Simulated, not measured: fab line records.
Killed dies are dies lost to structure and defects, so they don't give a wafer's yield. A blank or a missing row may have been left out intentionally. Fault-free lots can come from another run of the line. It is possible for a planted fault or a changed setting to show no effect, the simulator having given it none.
Which tool was responsible? | flow berkeley-cmos170 | 45 wafers from 15 lots sampled at 7 of the route's 331 steps

== WHAT THE GAUGES READ, wafer by wafer ==
UCB170_START_BOW_MEAS_00.
lot  | measured    | on            | INCOMING_BOW (um)
L179 | day 1 15:00 | film-metro-03 | -5 7 3
L180 | day 1 20:00 | film-metro-01 | -5 -12 12
L182 | day 2 06:01 | film-metro-03 | -1 3 5
L183 | day 2 11:01 | film-metro-01 | -14 -4 13
L185 | day 2 21:01 | film-metro-04 | 9 -2 4
L186 | day 3 02:00 | film-metro-04 | 3 4 -3
L187 | day 3 07:02 | film-metro-01 | 0 -3 0
L190 | day 3 22:02 | film-metro-03 | 11 7 5
L191 | day 4 03:04 | film-metro-03 | 1 -7 -2
L192 | day 4 08:00 | film-metro-01 | 3 5 5
L194 | day 4 18:00 | film-metro-03 | 7 1 -2
L196 | day 5 04:00 | film-metro-03 | -7 -6 6
L198 | day 5 14:01 | film-metro-01 | 10 7 8
L200 | day 6 00:04 | film-metro-04 | -8 2 -6
L201 | day 6 05:00 | film-metro-04 | 9 -1 7

UCB170_NWELL_THK_MEAS_02.
lot  | measured    | on            | NWELL_OXIDE_THK (nm)
L179 | day 2 11:20 | film-metro-02 | 26.9 26.7 27.1
L180 | day 2 11:20 | film-metro-01 | 26.6 26.7 26.6
L182 | day 3 05:19 | film-metro-03 | 26.9 27.1 27.6
L183 | day 3 15:06 | film-metro-03 | 26.8 26.6 26.8
L185 | day 3 23:22 | film-metro-02 | 27.0 27.4 27.1
L186 | day 3 23:22 | film-metro-01 | 26.6 26.6 27.0
L187 | day 3 23:23 | film-metro-03 | 27.1 27.2 26.9
L190 | day 4 18:04 | film-metro-01 | 25.8 26.1 25.9
L191 | day 4 23:22 | film-metro-02 | 26.8 26.2 26.3
L192 | day 4 23:20 | film-metro-01 | 26.8 26.7 26.2
L194 | day 5 07:55 | film-metro-01 | 26.2 26.0 26.1
L196 | day 5 20:59 | film-metro-03 | 26.5 26.5 25.8
L198 | day 6 08:40 | film-metro-02 | 26.0 26.0 25.7
L200 | day 6 16:20 | film-metro-03 | 26.5 26.4 26.5
L201 | day 7 02:39 | film-metro-02 | 26.4 26.3 26.7

UCB170_PSD_TW_MEAS_10.
lot  | measured     | on            | PSD_TW
L179 | day 8 03:49  | film-metro-01 | 2332 2340 2326
L180 | day 8 04:21  | film-metro-04 | 2337 2341 2351
L182 | day 9 05:22  | film-metro-04 | 2343 2337 2339
L183 | day 9 21:40  | film-metro-04 | 2340 2348 2340
L185 | day 10 12:44 | film-metro-01 | 2335 2326 2336
L186 | day 10 12:37 | film-metro-04 | 2337 2338 2341
L187 | day 10 13:26 | film-metro-03 | 2885 2870 2874
L190 | day 11 06:44 | film-metro-01 | 2355 2354 2359
L191 | day 11 07:11 | film-metro-03 | 2876 2883 2865
L192 | day 12 00:17 | film-metro-04 | 2342 2332 2333
L194 | day 12 01:11 | film-metro-04 | 2879 2882 2876
L196 | day 12 12:30 | film-metro-04 | 2346 2345 2342
L198 | day 12 18:41 | film-metro-03 | 2324 2329 2338
L200 | day 13 06:02 | film-metro-03 | 2365 2351 2344
L201 | day 13 05:44 | film-metro-04 | 2336 2336 2344

UCB170_SDANNEAL_RS_MEAS_02: the measuring method here is four-point-probe.
lot  | measured     | on            | PSD_RS (ohm/sq)
L179 | day 8 06:47  | film-metro-01 | 75.56 75.83 75.94
L180 | day 8 07:12  | film-metro-03 | 75.69 75.59 75.95
L182 | day 9 08:04  | film-metro-04 | 75.84 75.42 75.22
L183 | day 10 00:31 | film-metro-03 | 75.46 75.22 75.36
L185 | day 10 15:45 | film-metro-04 | 75.57 75.42 75.51
L186 | day 10 15:31 | film-metro-01 | 76.15 76.24 76.11
L187 | day 10 16:19 | film-metro-03 | 53.78 53.64 53.74
L190 | day 11 13:53 | film-metro-03 | 75.14 75.49 75.40
L191 | day 11 14:49 | film-metro-04 | 53.46 53.47 53.67
L192 | day 12 04:00 | film-metro-03 | 75.84 75.83 75.82
L194 | day 12 04:42 | film-metro-03 | 53.57 53.55 53.62
L196 | day 12 16:28 | film-metro-03 | 75.53 75.46 75.51
L198 | day 12 22:58 | film-metro-04 | 75.61 75.86 75.66
L200 | day 13 08:54 | film-metro-03 | 75.66 75.42 75.30
L201 | day 13 08:40 | film-metro-04 | 75.41 76.03 75.42

== WHICH TOOL RAN EACH LOT (tool, then ch and the chambers of the sampled wafers, then the start) ==
lot  | UCB170_PLDD_STRIP_10                 | UCB170_PSD_IMPLANT_08           | UCB170_PSD_STRIP_09
L179 | plasma-asher-03 ch 0,1, day 7 16:37  | implanter-03 ch 0, day 8 03:34  | plasma-asher-01 ch 0,1, day 8 03:43
L180 | plasma-asher-02 ch 0,1, day 7 17:07  | implanter-03 ch 0, day 8 04:06  | plasma-asher-03 ch 0,1, day 8 04:15
L182 | plasma-asher-04 ch 0,1, day 8 16:13  | implanter-03 ch 0, day 9 05:07  | plasma-asher-04 ch 0,1, day 9 05:15
L183 | plasma-asher-04 ch 0,1, day 9 06:46  | implanter-02 ch 0, day 9 21:26  | plasma-asher-04 ch 1, day 9 21:34
L185 | plasma-asher-02 ch 0,1, day 9 18:58  | implanter-01 ch 0, day 10 12:30 | plasma-asher-04 ch 0,1, day 10 12:37
L186 | plasma-asher-04 ch 1, day 9 18:33    | implanter-03 ch 0, day 10 12:22 | plasma-asher-01 ch 0,1, day 10 12:31
L187 | plasma-asher-03 ch 0,1, day 9 18:50  | implanter-02 ch 0, day 10 12:46 | plasma-asher-03 ch 0,1, day 10 13:21
L190 | plasma-asher-04 ch 0,1, day 10 18:21 | implanter-03 ch 0, day 11 06:31 | plasma-asher-03 ch 0,1, day 11 06:40
L191 | plasma-asher-03 ch 0,1, day 10 18:36 | implanter-02 ch 0, day 11 06:40 | plasma-asher-04 ch 0,1, day 11 07:06
L192 | plasma-asher-02 ch 0,1, day 11 15:04 | implanter-02 ch 0, day 12 00:02 | plasma-asher-01 ch 1, day 12 00:11
L194 | plasma-asher-04 ch 0,1, day 11 14:46 | implanter-02 ch 0, day 12 00:32 | plasma-asher-03 ch 0,1, day 12 01:05
L196 | plasma-asher-04 ch 0,1, day 12 03:56 | implanter-03 ch 0, day 12 12:15 | plasma-asher-01 ch 0,1, day 12 12:24
L198 | plasma-asher-03 ch 0,1, day 12 08:32 | implanter-01 ch 0, day 12 18:27 | plasma-asher-01 ch 0,1, day 12 18:35
L200 | plasma-asher-02 ch 0,1, day 12 19:07 | implanter-01 ch 0, day 13 05:50 | plasma-asher-04 ch 0,1, day 13 05:56
L201 | plasma-asher-04 ch 0,1, day 12 18:51 | implanter-02 ch 0, day 13 05:29 | plasma-asher-03 ch 0,1, day 13 05:38
- UCB170_PLDD_STRIP_10: strips in O2.
- UCB170_PSD_IMPLANT_08
- UCB170_PSD_STRIP_09: strips in O2.

== WHAT THE TOOLS THEMSELVES READ (means of the sampled wafers that have a number; where no wafer has one, the mark that the record gives instead) ==
UCB170_PLDD_STRIP_10.
lot  | tool            | drypump-motor-current-A (A) | oes-product-au (a.u.) | strip-time-to-endpoint-s (s)
L179 | plasma-asher-03 | 6.5                         | 0.731                 | 21.54
L180 | plasma-asher-02 | 5.2                         | 0.731                 | 21.77
L182 | plasma-asher-04 | 6.0                         | 0.738                 | 21.52
L183 | plasma-asher-04 | 6.0                         | 0.739                 | 21.60
L185 | plasma-asher-02 | 5.0                         | 0.730                 | 21.69
L186 | plasma-asher-04 | 5.8                         | 0.737                 | 21.58
L187 | plasma-asher-03 | 6.4                         | 0.736                 | 21.59
L190 | plasma-asher-04 | 6.0                         | 0.732                 | 21.66
L191 | plasma-asher-03 | 6.5                         | 0.739                 | 21.54
L192 | plasma-asher-02 | 5.2                         | 0.733                 | 21.68
L194 | plasma-asher-04 | 6.2                         | 0.733                 | 21.61
L196 | plasma-asher-04 | 6.0                         | 0.728                 | 21.66
L198 | plasma-asher-03 | 6.5                         | 0.736                 | 21.65
L200 | plasma-asher-02 | 5.2                         | 0.735                 | 21.63
L201 | plasma-asher-04 | 6.0                         | 0.734                 | 21.52

UCB170_PSD_IMPLANT_08.
lot  | tool         | dose-ions-cm2
L179 | implanter-03 | 3e+15
L180 | implanter-03 | 3e+15
L182 | implanter-03 | 3e+15
L183 | implanter-02 | 3e+15
L185 | implanter-01 | 3e+15
L186 | implanter-03 | 3e+15
L187 | implanter-02 | 3e+15
L190 | implanter-03 | 3e+15
L191 | implanter-02 | 3e+15
L192 | implanter-02 | 3e+15
L194 | implanter-02 | 3e+15
L196 | implanter-03 | 3e+15
L198 | implanter-01 | 3e+15
L200 | implanter-01 | 3e+15
L201 | implanter-02 | 3e+15

UCB170_PSD_STRIP_09.
lot  | tool            | drypump-motor-current-A (A) | oes-product-au (a.u.) | strip-time-to-endpoint-s (s)
L179 | plasma-asher-01 | 5.4                         | 0.598                 | 29.48
L180 | plasma-asher-03 | 6.4                         | 0.600                 | 29.42
L182 | plasma-asher-04 | 6.2                         | 0.603                 | 29.34
L183 | plasma-asher-04 | 5.8                         | 0.596                 | 29.44
L185 | plasma-asher-04 | 6.0                         | 0.604                 | 29.44
L186 | plasma-asher-01 | 5.8                         | 0.600                 | 29.32
L187 | plasma-asher-03 | 6.4                         | 0.520                 | 37.53
L190 | plasma-asher-03 | 6.5                         | 0.600                 | 29.48
L191 | plasma-asher-04 | 6.0                         | 0.519                 | 37.48
L192 | plasma-asher-01 | 6.2                         | 0.600                 | 29.35
L194 | plasma-asher-03 | 6.5                         | 0.517                 | 37.57
L196 | plasma-asher-01 | 5.7                         | 0.600                 | 29.36
L198 | plasma-asher-01 | 5.8                         | 0.597                 | 29.41
L200 | plasma-asher-04 | 6.0                         | 0.601                 | 29.40
L201 | plasma-asher-03 | 6.5                         | 0.606                 | 29.21

== THE ANSWER, worked out from the rows above alone ==
Rule: the lots themselves supply what counts as usual. Put in order of their means at a reading, lots are off if they are a third of the lots or fewer, leave a main group of 4 or more, and stand apart from it by a gap of 3 or more times the standard deviation of the main group's means; of several such gaps the widest counts. A main group is skipped when, at the precision printed for the reading in the tables above, its means are all equal. A lot without any number at a reading at which 4 lots or more have one is off too. All remaining lots with rows at the step are treated as sound. The gauges are gone through in route order, then the tools' own readings, and for those a lot's mean is taken as printed above. The first step at which some lot is off is used, and at that step the reading that is off furthest; a lot without a number counts as furthest.
Off: L187, L191, L194, at UCB170_PSD_TW_MEAS_10 (PSD_TW). The main group: mean 2341, standard deviation 7.6.
If a tool, at a process step before that reading, ran all the lots that are off and no sound lot after the first of them, it fits. The gauges at UCB170_PSD_TW_MEAS_10 aren't tried: what is off there is off at UCB170_PSD_STRIP_09 too, on other tools, and a gauge's error can't cause that. Not one of the candidates tried fits.

== WHAT THE SIMULATOR PUT IN ==
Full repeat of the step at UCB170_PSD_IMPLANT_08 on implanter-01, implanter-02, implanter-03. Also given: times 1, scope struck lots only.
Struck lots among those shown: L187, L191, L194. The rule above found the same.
